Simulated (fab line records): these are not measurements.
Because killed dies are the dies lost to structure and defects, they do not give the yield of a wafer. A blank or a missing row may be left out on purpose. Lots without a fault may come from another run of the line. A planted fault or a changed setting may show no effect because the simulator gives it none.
fab line records    flow ritCmos
record lots=7  wafers=21  lastDay=7
route steps=202 shown NRETRO@60 PRETRO@64 GATE@75 M1@202
lots untouched by any fault: they come from a run of this same line in which no faults occurred
startH: the number of hours between the record's first day and the start of the first shown wafer of the lot    waitH: time in hours since the lot's previous step    " unchanged from the row above    L1.1+2: a single row standing in for several wafers    - value missing, or start not given    * or withheld: withheld    < > ~ a bound
route shown NAME@n: a module of which the file shows steps, and the number in the route of the first    usual: average and standard deviation across the fault-free wafers    same: alike in all rows    chamber/n: place in a boat    sites: each site's reading    _std_site: the values' standard deviation    _edge_site: mean of outer sites minus mean of inner sites    radiusMm: for every site, how far away it sits from the centre of the wafer    mask NAME#n: copy n    behind: the most recent tool/chamber to have shaped the wafer    hold: why the lot went on hold/how many hours it stayed there/how the hold came to an end    device: transistor that didn't switch, given as n, p or np    end of line: tests of these same wafers at the route's end    a step without rows: its recipe alone    killed: the dies lost at the first sort to structure and to defects; this is not the yield of the wafer    map: shows each die of a wafer: x if killed, . if not, _ if none is there
set.NAME: the run value of the setting; set.NAME@STEP: its run value at that earlier step    model.NAME: the simulator's own value behind a step, which no gauge read
lots at selected steps of the route; one table per step, one row per wafer
services: when a tool's chamber went out of use (startH, in hours from the record's first day, below 0 if earlier), for how many hours, and the reason
## steps
# step RIT_NRETRO_HARDBAKE_07
# recipe resist=NOVOLAK  tempC=140  timeS=120
# step RIT_NRETRO_IMPLANT_08
# recipe species=P  energyKev=70  doseCm2=1e+13  tiltDeg=7
# step RIT_NRETRO_STRIP_09
# recipe chemistry=O2  timeS=180  resist=NOVOLAK  platenTempC=withheld  powerW=500  pressureMtorr=4000  o2FlowSccm=4000
# usual drypumpMotorCurrentA=6.3/0.31
lot.wafer  tool            chamber  startH  waitH  drypumpMotorCurrentA  rfHoursCounterH
L935.1     plasmaAsher-03  0        31.99   0.1    6.6                   39
L935.4     "               0        "       "      6.6                   -
L935.5     "               0        "       "      6.6                   -
L937.2     plasmaAsher-04  1        45.17   0.1    5.7                   25
L937.5     "               0        "       "      6.6                   -
L937.6     "               1        "       "      5.7                   -
L950.2     plasmaAsher-04  1        105.69  0.1    5.7                   32
L950.4     "               0        "       "      6.6                   -
L950.6     "               0        "       "      6.6                   -
L951.3     plasmaAsher-04  1        110.51  0.1    5.7                   -
L951.4     "               0        "       "      6.6                   -
L951.6     "               0        "       "      6.6                   -
L952.1     plasmaAsher-03  0        115.19  0.1    6.6                   47
L952.2     "               1        "       "      6.2                   47
L952.3     "               0        "       "      6.6                   -
L957.1     plasmaAsher-01  1        140.35  0.1    6.4                   2
L957.3     "               0        "       "      6.3                   -
L957.4     "               1        "       "      6.4                   -
L958.2     plasmaAsher-04  0        144.42  0.1    6.6                   37
L958.3     "               1        "       "      5.7                   -
L958.4     "               0        "       "      6.6                   -
# step RIT_NRETRO_TW_MEAS_10
# usual NRETRO_TW=1049/11
lot.wafer  tool          chamber  startH  waitH  NRETRO_TW
L935.1     filmMetro-01  -        32.16   0.1    1053
L935.4     "             -        "       "      1053
L935.5     "             -        "       "      1050
L937.2     filmMetro-03  -        45.35   0.1    1034
L937.5     "             -        "       "      1037
L937.6     "             -        "       "      1038
L950.2     filmMetro-02  -        105.87  0.1    1072
L950.4     "             -        "       "      1069
L950.6     "             -        "       "      1066
L951.3     filmMetro-01  -        110.65  0.1    1049
L951.4     "             -        "       "      1053
L951.6     "             -        "       "      1056
L952.1     filmMetro-01  -        115.37  0.1    1052
L952.2     "             -        "       "      1054
L952.3     "             -        "       "      1055
L957.1     filmMetro-03  -        140.52  0.1    1037
L957.3     "             -        "       "      1037
L957.4     "             -        "       "      1037
L958.2     filmMetro-01  -        144.61  0.1    1051
L958.3     "             -        "       "      1058
L958.4     "             -        "       "      1053
# step RIT_PRETRO_HMDS_00
# recipe primeTimeS=60  primeTempC=140
# step RIT_PRETRO_COAT_01
# recipe resist=NOVOLAK  spinRpm=2000  resistThkNm=1300
# step RIT_PRETRO_SOFTBAKE_02
# recipe resist=NOVOLAK  tempC=90  timeS=60
# step RIT_PRETRO_EXPOSE_03
# recipe maskId=M5  na=0.57  targetCdNm=43700  doseMj=250
# step RIT_PRETRO_PEB_04
# recipe resist=NOVOLAK  tempC=withheld  timeS=withheld
# step RIT_PRETRO_DEVELOP_05
# recipe resist=NOVOLAK  developTimeS=68  devTempC=23
# step RIT_PRETRO_OVL_MEAS_06
# usual PRETRO_OVL=-0.4/1.3
lot.wafer  tool        chamber  startH  waitH  PRETRO_OVL[nm]
L935.1     overlay-02  -        33.10   -      -2.0
L935.4     "           -        "       "      -0.7
L935.5     "           -        "       "      -1.6
L937.2     overlay-01  -        46.29   -      -2.3
L937.5     "           -        "       "      -1.0
L937.6     "           -        "       "      -1.5
L950.2     overlay-02  -        106.81  -      -2.2
L950.4     "           -        "       "      -3.1
L950.6     "           -        "       "      -3.1
L951.3     overlay-02  -        111.58  -      -3.2
L951.4     "           -        "       "      -1.8
L951.6     "           -        "       "      -0.7
L952.1     overlay-02  -        116.43  -      0.2
L952.2     "           -        "       "      -0.1
L952.3     "           -        "       "      0.7
L957.1     overlay-02  -        141.46  -      1.4
L957.3     "           -        "       "      -0.6
L957.4     "           -        "       "      0.4
L958.2     overlay-02  -        145.62  -      -0.2
L958.3     "           -        "       "      0.7
L958.4     "           -        "       "      1.0
# step RIT_PRETRO_HARDBAKE_07
# recipe resist=NOVOLAK  tempC=140  timeS=120
# step RIT_PRETRO_IMPLANT_08
# recipe species=B  energyKev=45  doseCm2=1.2e+13  tiltDeg=7
# usual doseIonsCm2=1.1999e+13/1.3e+10  faradayCurrentUA=38.1/0.77
lot.wafer  tool          chamber  startH  waitH  doseIonsCm2  faradayCurrentUA
L935.1     implanter-03  0        33.39   0.2    1.1995e+13   37.1
L935.4     "             0        "       "      1.2005e+13   37.9
L935.5     "             0        "       "      1.1999e+13   35.9
L937.2     implanter-01  0        46.59   0.2    1.1983e+13   37.8
L937.5     "             0        "       "      1.1996e+13   38.4
L937.6     "             0        "       "      1.1967e+13   39.4
L950.2     implanter-03  0        107.11  0.2    1.6305e+13   50.9
L950.4     "             0        "       "      1.6326e+13   53.1
L950.6     "             0        "       "      1.6307e+13   52.0
L951.3     implanter-03  0        111.90  0.2    1.6329e+13   50.3
L951.4     "             0        "       "      1.6348e+13   51.5
L951.6     "             0        "       "      1.6315e+13   52.2
L952.1     implanter-03  0        116.72  0.2    1.6328e+13   52.1
L952.2     "             0        "       "      1.6309e+13   49.5
L952.3     "             0        "       "      1.6312e+13   52.8
L957.1     implanter-02  0        141.75  0.2    1.201e+13    37.9
L957.3     "             0        "       "      1.2004e+13   38.6
L957.4     "             0        "       "      1.2007e+13   38.1
L958.2     implanter-01  0        145.92  0.2    1.2007e+13   38.3
L958.3     "             0        "       "      1.2014e+13   37.5
L958.4     "             0        "       "      1.2003e+13   38.0
# step RIT_PRETRO_STRIP_09
# recipe chemistry=O2  timeS=180  resist=NOVOLAK  platenTempC=withheld  powerW=500  pressureMtorr=4000  o2FlowSccm=4000
# usual drypumpMotorCurrentA=5.8/0.62
lot.wafer  tool            chamber  startH  waitH  drypumpMotorCurrentA  rfHoursCounterH
L935.1     plasmaAsher-02  1        33.54   0.1    5.0                   38
L935.4     "               1        "       "      5.0                   -
L935.5     "               1        "       "      5.0                   -
L937.2     plasmaAsher-02  0        46.72   0.1    5.3                   39
L937.5     "               1        "       "      5.0                   -
L937.6     "               0        "       "      5.3                   -
L950.2     plasmaAsher-04  1        107.24  0.1    5.7                   32
L950.4     "               0        "       "      6.6                   -
L950.6     "               1        "       "      5.7                   -
L951.3     plasmaAsher-04  1        112.06  0.1    5.7                   -
L951.4     "               0        "       "      6.6                   -
L951.6     "               1        "       "      5.7                   -
L952.1     plasmaAsher-04  0        116.87  0.1    6.6                   34
L952.2     "               1        "       "      5.7                   34
L952.3     "               0        "       "      6.6                   -
L957.1     plasmaAsher-01  1        141.90  0.1    6.3                   2
L957.3     "               1        "       "      6.4                   -
L957.4     "               0        "       "      6.3                   -
L958.2     plasmaAsher-04  1        146.05  0.1    5.7                   37
L958.3     "               0        "       "      6.6                   -
L958.4     "               1        "       "      5.7                   -
# step RIT_PRETRO_TW_MEAS_10
# usual PRETRO_TW=476/3.1
lot.wafer  tool          chamber  startH  waitH  PRETRO_TW
L935.1     filmMetro-01  -        33.72   0.1    473
L935.4     "             -        "       "      476
L935.5     "             -        "       "      478
L937.2     filmMetro-01  -        46.90   0.1    474
L937.5     "             -        "       "      474
L937.6     "             -        "       "      476
L950.2     filmMetro-04  -        107.42  0.1    523
L950.4     "             -        "       "      526
L950.6     "             -        "       "      529
L951.3     filmMetro-04  -        112.20  0.1    526
L951.4     "             -        "       "      527
L951.6     "             -        "       "      526
L952.1     filmMetro-01  -        117.04  0.1    525
L952.2     "             -        "       "      522
L952.3     "             -        "       "      524
L957.1     filmMetro-04  -        142.07  0.1    477
L957.3     "             -        "       "      476
L957.4     "             -        "       "      478
L958.2     filmMetro-03  -        146.23  0.1    470
L958.3     "             -        "       "      471
L958.4     "             -        "       "      474
# step RIT_GATE_WET_ETCH_00
# recipe chemistry=BOE  target=SiO2  targetDepthNm=56  timeS=60  dry=n2Spin  dilution=10:1  tempC=21.5
# step RIT_M1_PROBE_99
# usual killedAtFrontEnd=7/3  killedDies=8/3  killedOpen=3.7/2  killedShort=3.8/2.1
# same grossDies=264  killed_at_M0_to_M3=0  killed_at_M4_up=0  killedAtBackSide=0  killedAtContacts=0  killedAtOther=0
lot.wafer  tool       chamber  startH  waitH  killedAtFrontEnd  killedDies  killedOpen  killedShort  model.etest.nmos_0p3.rOnOhmUm  model.etest.nmosTurned.driveUaUm  model.etest.nmos_0p15.driveUaUm  model.etest.nmos_0p3.driveUaUm  model.etest.nmosNarrow.driveUaUm  model.etest.nmos_0p15.offLog10AUm  model.etest.retroEdgeNmos.offLog10AUm  model.etest.diodeNplusPwell.bvV
L935.1     prober-01  -        64.45   0.1    6                 6           1           5            2111                           319.7                             474.4                            234.2                           232.3                             -10.15                             -9.958                                 5.931
L935.4     prober-01  -        64.60   0.2    2                 2           0           2            2084                           341                               489.9                            237.3                           235.6                             -9.893                             -9.75                                  5.912
L935.5     prober-01  -        64.65   0.2    8                 8           6           2            2108                           326.1                             475.5                            235.8                           235.2                             -10.05                             -10                                    5.93
L937.2     prober-01  -        77.13   0.1    3                 3           0           3            2143                           350.3                             492.1                            225.4                           222.8                             -9.738                             -9.606                                 6.015
L937.5     prober-01  -        77.28   0.2    15                15          8           7            2108                           344                               487.3                            227.1                           227.3                             -9.798                             -9.605                                 5.973
L937.6     prober-01  -        77.33   0.2    10                10          4           6            2117                           362.9                             507                              232.4                           232                               -9.389                             -9.134                                 6.061
L950.2     prober-02  -        133.87  0.1    8                 8           3           5            2383                           267.9                             431.3                            199.8                           202.4                             -10.75                             -10.61                                 5.753
L950.4     prober-02  -        133.97  0.2    5                 5           3           2            2308                           278.2                             441.8                            205.7                           207.2                             -10.54                             -10.33                                 5.722
L950.6     prober-02  -        134.07  0.2    2                 2           0           2            2300                           277.1                             446                              199.9                           202.1                             -10.73                             -10.66                                 5.672
L951.3     prober-01  -        138.77  0.2    9                 9           5           4            2251                           280.5                             413.8                            196.4                           201.3                             -11.46                             -11.33                                 5.733
L951.4     prober-01  -        138.82  0.2    11                11          4           7            2262                           284.3                             420.8                            202.2                           207.6                             -11.45                             -11.25                                 5.707
L951.6     prober-01  -        138.92  0.2    5                 5           2           3            2255                           291.1                             432.1                            200.6                           205.7                             -11.14                             -10.96                                 5.718
L952.1     prober-02  -        142.96  0.1    11                11          5           6            2284                           288.1                             434.4                            202.7                           205.4                             -11.12                             -10.93                                 5.633
L952.2     prober-02  -        143.01  0.1    10                10          6           4            2325                           285.4                             422.2                            198.3                           201.9                             -11.15                             -11.02                                 5.711
L952.3     prober-02  -        143.06  0.2    9                 9           3           6            2291                           281.8                             424.9                            199.4                           202                               -11.15                             -11.07                                 5.699
L957.1     prober-01  -        166.93  0.1    6                 6           4           2            2145                           333.7                             467.2                            231.2                           229.4                             -10.3                              -10.04                                 6.045
L957.3     prober-01  -        167.03  0.2    10                10          5           5            2055                           344.7                             480.8                            235.5                           229.1                             -10.11                             -9.941                                 6.066
L957.4     prober-01  -        167.08  0.2    7                 7           4           3            2087                           346.2                             493                              236                             233.3                             -9.824                             -9.584                                 6.052
L958.2     prober-02  -        171.77  0.1    7                 7           1           5            2120                           351.2                             475.6                            228                             231.2                             -10.04                             -10.02                                 5.932
L958.3     prober-02  -        171.82  0.2    7                 7           2           4            2090                           348.8                             491.6                            233.1                           233.7                             -9.782                             -9.679                                 5.934
L958.4     prober-02  -        171.87  0.2    10                10          4           5            2117                           352.9                             498.3                            234.2                           236.1                             -9.704                             -9.601                                 5.949
# killed by level:class
L935.1 SPACER:geometricParticle:short=2 SILICIDE:geometricParticle:short=2 FOX1:geometricParticle:short=1 SPACER:geometricParticle:open=1
L935.4 FOX1:geometricParticle:short=1 REOX:geometricParticle:short=1
L935.5 FOX1:geometricParticle:open=2 GATE:geometricParticle:open=2 FOX2:geometricParticle:open=1 GATE:geometricParticle:short=1 REOX:geometricParticle:open=1 SPACER:geometricParticle:short=1
L937.2 GATE:geometricParticle:short=1 SPACER:geometricParticle:short=1 SILICIDE:geometricParticle:short=1
L937.5 GATE:geometricParticle:open=4 SPACER:geometricParticle:short=3 REOX:geometricParticle:short=2 SPACER:geometricParticle:open=2 FOX2:geometricParticle:short=1 REOX:geometricParticle:open=1 SILICIDE:geometricParticle:open=1 SILICIDE:geometricParticle:short=1
L937.6 GATE:geometricParticle:short=3 REOX:geometricParticle:open=3 FOX1:geometricParticle:short=1 FOX2:geometricParticle:short=1 SPACER:geometricParticle:short=1 SPACER:geometricParticle:open=1
L950.2 GATE:geometricParticle:short=3 GATE:geometricParticle:open=2 REOX:geometricParticle:short=2 SILICIDE:geometricParticle:open=1
L950.4 GATE:geometricParticle:short=1 GATE:geometricParticle:open=1 REOX:geometricParticle:open=1 SPACER:geometricParticle:open=1 SPACER:geometricParticle:short=1
L950.6 GATE:geometricParticle:short=1 SPACER:geometricParticle:short=1
L951.3 GATE:geometricParticle:short=2 SPACER:geometricParticle:open=2 SILICIDE:geometricParticle:open=2 FOX1:geometricParticle:short=1 GATE:geometricParticle:open=1 SILICIDE:geometricParticle:short=1
L951.4 GATE:geometricParticle:short=4 GATE:geometricParticle:open=2 REOX:geometricParticle:short=2 FOX2:geometricParticle:open=1 SILICIDE:geometricParticle:open=1 SILICIDE:geometricParticle:short=1
L951.6 FOX2:geometricParticle:short=1 FOX2:geometricParticle:open=1 GATE:geometricParticle:short=1 GATE:geometricParticle:open=1 SILICIDE:geometricParticle:short=1
L952.1 FOX2:geometricParticle:short=3 GATE:geometricParticle:short=3 SPACER:geometricParticle:open=2 SILICIDE:geometricParticle:open=2 FOX1:geometricParticle:open=1
L952.2 GATE:geometricParticle:open=4 FOX1:geometricParticle:short=1 FOX1:geometricParticle:open=1 GATE:geometricParticle:short=1 SPACER:geometricParticle:open=1 SPACER:geometricParticle:short=1 SILICIDE:geometricParticle:short=1
L952.3 GATE:geometricParticle:short=2 GATE:geometricParticle:open=2 SPACER:geometricParticle:short=2 FOX1:geometricParticle:short=1 REOX:geometricParticle:short=1 SPACER:geometricParticle:open=1
L957.1 FOX1:geometricParticle:short=1 FOX1:geometricParticle:open=1 FOX2:geometricParticle:open=1 GATE:geometricParticle:short=1 GATE:geometricParticle:open=1 SILICIDE:geometricParticle:open=1
L957.3 FOX1:geometricParticle:open=3 GATE:geometricParticle:short=3 SPACER:geometricParticle:open=2 FOX1:geometricParticle:short=1 SPACER:geometricParticle:short=1
L957.4 FOX2:geometricParticle:open=3 REOX:geometricParticle:short=2 ACTIVE:geometricParticle:open=1 FOX2:geometricParticle:short=1
L958.2 GATE:geometricParticle:short=2 SILICIDE:geometricParticle:short=2 FOX1:geometricParticle:short=1 GATE:geometricParticle:open=1 PRETRO:coatMicrobubblePrinted=1
L958.3 GATE:geometricParticle:open=2 SPACER:geometricParticle:short=2 GATE:geometricParticle:short=1 SILICIDE:geometricParticle:short=1 PRETRO:coatMicrobubblePrinted=1
L958.4 SILICIDE:geometricParticle:short=2 FOX2:geometricParticle:short=1 GATE:geometricParticle:short=1 GATE:geometricParticle:open=1 REOX:geometricParticle:open=1 SPACER:geometricParticle:short=1 SPACER:geometricParticle:open=1 SILICIDE:geometricParticle:open=1
## services
tool            chamber  startH  hours  kind
implanter-03    -        13.94   2.7    repair
plasmaAsher-03  -        53.22   1.4    repair
implanter-02    -        61.10   4.6    pm
implanter-01    -        84.15   3.2    repair
plasmaAsher-01  -        108.75  9.0    pm
plasmaAsher-01  0        108.75  9.0    ventCycle
plasmaAsher-01  1        108.75  9.0    ventCycle
plasmaAsher-03  -        116.76  2.8    pm
plasmaAsher-01  0        117.75  -      clean
plasmaAsher-01  1        117.75  -      clean
## key
firstSign step=RIT_PRETRO_IMPLANT_08  reading=doseIonsCm2  direction=up  sigmas=99+  usual=1.1999e+13  struck=1.632e+13
effect step=RIT_PRETRO_IMPLANT_08  reading=faradayCurrentUA  direction=up  sigmas=18  usual=38.1  struck=51.6
effect step=RIT_PRETRO_TW_MEAS_10  reading=PRETRO_TW  direction=up  sigmas=16  usual=476  struck=525
modelEffect step=RIT_M1_PROBE_99  value=etest.nmos_0p3.rOnOhmUm  without=2138  struck=2295
metAt RIT_PRETRO_IMPLANT_08
struckWafers L950.2,L950.4,L950.6,L951.3,L951.4,L951.6,L952.1,L952.2,L952.3
testerLeftOut L950,L951,L952
onsetBetween 33.39 107.11
fault kind=processParameterDrift  tool=implanter-03  chamber=-  onsetH=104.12  steps=RIT_PRETRO_IMPLANT_08  channel=doseCm2  offset=4.32e+12  shape=step  endH=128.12  actsIn=theseRecipesOnly  stated=1.2e+13
# testerLeftOut: of these lots the tester's yield and bins aren't shown, on N5 and GAA mostly nor the transistor test; their killed dies are dies lost to structure and defects alone, not to doping, threshold or leakage, so they don't give the yield
